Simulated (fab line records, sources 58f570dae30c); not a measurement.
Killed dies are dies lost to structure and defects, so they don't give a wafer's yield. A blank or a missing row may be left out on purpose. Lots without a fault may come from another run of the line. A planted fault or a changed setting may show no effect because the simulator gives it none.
Which tool did it? | flow berkeley_cmos170 | 12 lots, 36 wafers sampled, at 1 step of a route of 331

WHAT THE GAUGES READ, wafer by wafer
UCB170_START_BOW_MEAS_00.
lot  | measured    | on            | INCOMING_BOW (um)
L075 | day 1 15:00 | film_metro-04 | -6 -2 -3
L077 | day 2 01:00 | film_metro-04 | -3 4 -5
L079 | day 2 11:00 | film_metro-03 | 10 4 13
L081 | day 2 21:00 | film_metro-02 | -12 5 5
L083 | day 3 07:00 | film_metro-02 | -6 0 9
L085 | day 3 17:00 | film_metro-04 | 2 -8 2
L087 | day 4 03:00 | film_metro-04 | 6 -9 -6
L089 | day 4 13:00 | film_metro-04 | 8 -4 -5
L091 | day 4 23:02 | film_metro-02 | 0 -3 10
L093 | day 5 09:02 | film_metro-04 | -7 2 -7
L095 | day 5 19:01 | film_metro-02 | -4 6 -11
L097 | day 6 05:01 | film_metro-02 | 1 -13 -5

WHICH TOOL RAN EACH LOT (tool, then ch and the chambers of the sampled wafers, then the start)
The record holds no process step before these readings.

THE ANSWER, worked out from the rows above alone
Rule: what is usual is taken from the lots themselves. Put in order of their means at a reading, lots are off if they are a third of the lots or fewer, leave a main group of 4 or more, and stand apart from it by a gap of 3 or more times the standard deviation of the main group's means; of several such gaps the widest counts. A main group whose means are all the same, to the digits that the tables above print for the reading, isn't used. A lot without any number at a reading at which 4 lots or more have one is off too. The other lots that the step has rows for count as sound.
No lot is off at any reading shown: from this, nothing can be told.

WHAT THE SIMULATOR HAD PUT IN
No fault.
